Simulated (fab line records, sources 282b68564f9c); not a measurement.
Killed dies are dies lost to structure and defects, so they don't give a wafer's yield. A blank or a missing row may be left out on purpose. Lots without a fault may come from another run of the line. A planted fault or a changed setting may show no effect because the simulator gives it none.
A struck lot beside a sound one | flow rit_cmos | 41 steps out of a route of 202
Sound: wafers L182.2, L182.4, L182.6. Struck: wafers L192.1, L192.2, L192.4. The cause comes at the end.
At each step with rows: each side's tool, then ch and its chambers, then its first start. Under that, the readings that differ: sound wafers | struck wafers | difference of the means | sigmas: that difference in standard deviations of wafers without a fault.
alike: readings whose means differ by less than 2 such deviations, and words and numbers that are the same on both sides. not compared: withheld readings, readings that some wafer has no value for, bounds like >300 that may hide the same value, and numbers for which the record gives no deviation and whose values overlap.
The two part at a step that has a row with sigmas, a row that says differs or no value, or rows on one side only. Numbers that don't overlap but have no deviation are shown without sigmas and don't part them. A reading that every wafer of one side lacks parts them only if that side has two wafers or more.

RIT_ACTIVE_ETCH_13: etches Si3N4 in SF6, stops on SiO2, time 210 s, target depth 210 nm.
  sound on rie_diel-01 ch 1,3, day 1 19:50; struck on rie_diel-03 ch 0,2,3, day 3 22:40
  alike: SF6_flow_sccm, chamber_pressure_mTorr, drypump_motor_current_A, oes_product_au, rf_fwd_power_W, throttle_valve_pct
  not compared: rf_hours_counter_h
RIT_ACTIVE_STRIP_14: strips in O2, time 180 s.
  sound on plasma_asher-04 ch 0,1, day 1 19:58; struck on plasma_asher-02 ch 0,1, day 3 22:49
  reading                     | sound          | struck         | difference | sigmas
  drypump_motor_current_A (A) | 6.19 6.22 6.22 | 5.88 5.71 5.87 | -0.39      | -2
  not compared: rf_hours_counter_h
RIT_ACTIVE_CD_MEAS_90: target cd 1400 nm.
  sound on cd_sem-02, day 1 20:10; struck on cd_sem-02, day 3 22:59
  alike: cd_nm
then, 4 steps without rows for these wafers: RIT_ACTIVE_CLEAN_15 (cleans in SC1, time 600 s); RIT_ACTIVE_CLEAN_16 (cleans in dHF, time 30 s); RIT_ACTIVE_CLEAN_17 (cleans in SC2, time 600 s); RIT_FOX1_OXIDATION_00 (target thk 350.7 nm, ox time 1130 s).
RIT_FOX1_THK_MEAS_01:
  sound on film_metro-01, day 1 22:54; struck on film_metro-01, day 4 03:19
  alike: FOX1_OXIDE_THK
then, 2 steps without rows for these wafers: RIT_FOX1_WET_ETCH_02 (etches SiO2 in BOE, target depth 350 nm, time 390 s); RIT_FOX2_OXIDATION_00 (target thk 350.7 nm, ox time 1130 s).
RIT_FOX2_THK_MEAS_01:
  sound on film_metro-04, day 2 01:17; struck on film_metro-01, day 4 04:53
  alike: FOX2_OXIDE_THK
then, 1 step without rows for these wafers: RIT_FOX2_CLEAN_02 (cleans in dHF, time 180 s).
RIT_FOX2_WET_ETCH_03: etches Si3N4 in H3PO4, target depth 195 nm, time 2700 s.
  sound on wet_bench-04 ch 2, day 2 01:24; struck on wet_bench-03 ch 2, day 4 05:00
  no value came back on the struck wafers for bath_guard_temp_C (C), bath_heat_duty_pct (%); on the sound wafers bath_guard_temp_C (C) reads 164.8 164.7 164.7
  reading                                       | sound             | struck            | difference | sigmas
  model.Si3N4_of_ACTIVE_CVD_03.thk_nm (nm)      | 0 0 0             | 131.9 131.6 131.9 | +131.8     |
  model.SiO2_of_FOX2_OXIDATION_00.thk_nm (nm)   | 320.6 321.2 321.9 | 339.3 338.8 340.8 | +18.4      |
  model.SiO2_of_ACTIVE_OXIDATION_01.thk_nm (nm) | 41.1 40.43 41.66  | 47.09 47.09 46.75 | +5.91      |
then, 6 steps without rows for these wafers: RIT_NWELL_HMDS_00 (prime time 60 s); RIT_NWELL_COAT_01 (resist thk 1300 nm); RIT_NWELL_SOFTBAKE_02 (time 60 s); RIT_NWELL_EXPOSE_03 (exposes mask M2, target cd 43900 nm); RIT_NWELL_PEB_04; RIT_NWELL_DEVELOP_05 (develop time 68 s).
RIT_NWELL_OVL_MEAS_06:
  sound on overlay-02, day 2 03:18; struck on overlay-01, day 4 06:42
  alike: NWELL_OVL
then, 2 steps without rows for these wafers: RIT_NWELL_HARDBAKE_07 (time 120 s); RIT_NWELL_IMPLANT_08.
RIT_NWELL_STRIP_09: strips in O2, time 180 s.
  sound on plasma_asher-04 ch 0,1, day 2 03:54; struck on plasma_asher-03 ch 0,1, day 4 07:08
  alike: drypump_motor_current_A
  not compared: rf_hours_counter_h
RIT_NWELL_TW_MEAS_10:
  sound on film_metro-03, day 2 04:05; struck on film_metro-01, day 4 07:19
  reading  | sound          | struck         | difference | sigmas
  NWELL_TW | 2131 2128 2114 | 2161 2174 2158 | +40        | +3
then, 6 steps without rows for these wafers: RIT_PWELL_HMDS_00 (prime time 60 s); RIT_PWELL_COAT_01 (resist thk 1300 nm); RIT_PWELL_SOFTBAKE_02 (time 60 s); RIT_PWELL_EXPOSE_03 (exposes mask M3, target cd 43700 nm); RIT_PWELL_PEB_04; RIT_PWELL_DEVELOP_05 (develop time 68 s).
RIT_PWELL_OVL_MEAS_06:
  sound on overlay-02, day 2 05:01; struck on overlay-02, day 4 08:22
  alike: PWELL_OVL
then, 2 steps without rows for these wafers: RIT_PWELL_HARDBAKE_07 (time 120 s); RIT_PWELL_IMPLANT_08.
RIT_PWELL_STRIP_09: strips in O2, time 180 s.
  sound on plasma_asher-03 ch 0,1, day 2 05:27; struck on plasma_asher-03 ch 0,1, day 4 08:49
  alike: drypump_motor_current_A
  not compared: rf_hours_counter_h
RIT_PWELL_TW_MEAS_10:
  sound on film_metro-04, day 2 05:38; struck on film_metro-04, day 4 08:59
  alike: PWELL_TW
then, 4 steps without rows for these wafers: RIT_WELLDRIVE_ANNEAL_00 (time 14700 s); RIT_NRETRO_HMDS_00 (prime time 60 s); RIT_NRETRO_COAT_01 (resist thk 1300 nm); RIT_NRETRO_SOFTBAKE_02 (time 60 s).
RIT_GATE_CLEAN_04: cleans in dHF, time 60 s.
  sound on wet_bench-02 ch 0, day 2 15:31; struck on wet_bench-02 ch 3, day 4 19:01
  reading                                     | sound             | struck          | difference | sigmas
  model.SiO2_of_FOX2_OXIDATION_00.thk_nm (nm) | 252.3 252.9 253.9 | 272.3 272 273.7 | +19.6      |
RIT_M1_PROBE_99:
  the record has rows for the struck wafers here (prober-02, day 5 21:53) and none for the sound ones

WHERE THEY PART
First at RIT_ACTIVE_STRIP_14; last, within this record, at RIT_M1_PROBE_99.

WHY: what the simulator had put in
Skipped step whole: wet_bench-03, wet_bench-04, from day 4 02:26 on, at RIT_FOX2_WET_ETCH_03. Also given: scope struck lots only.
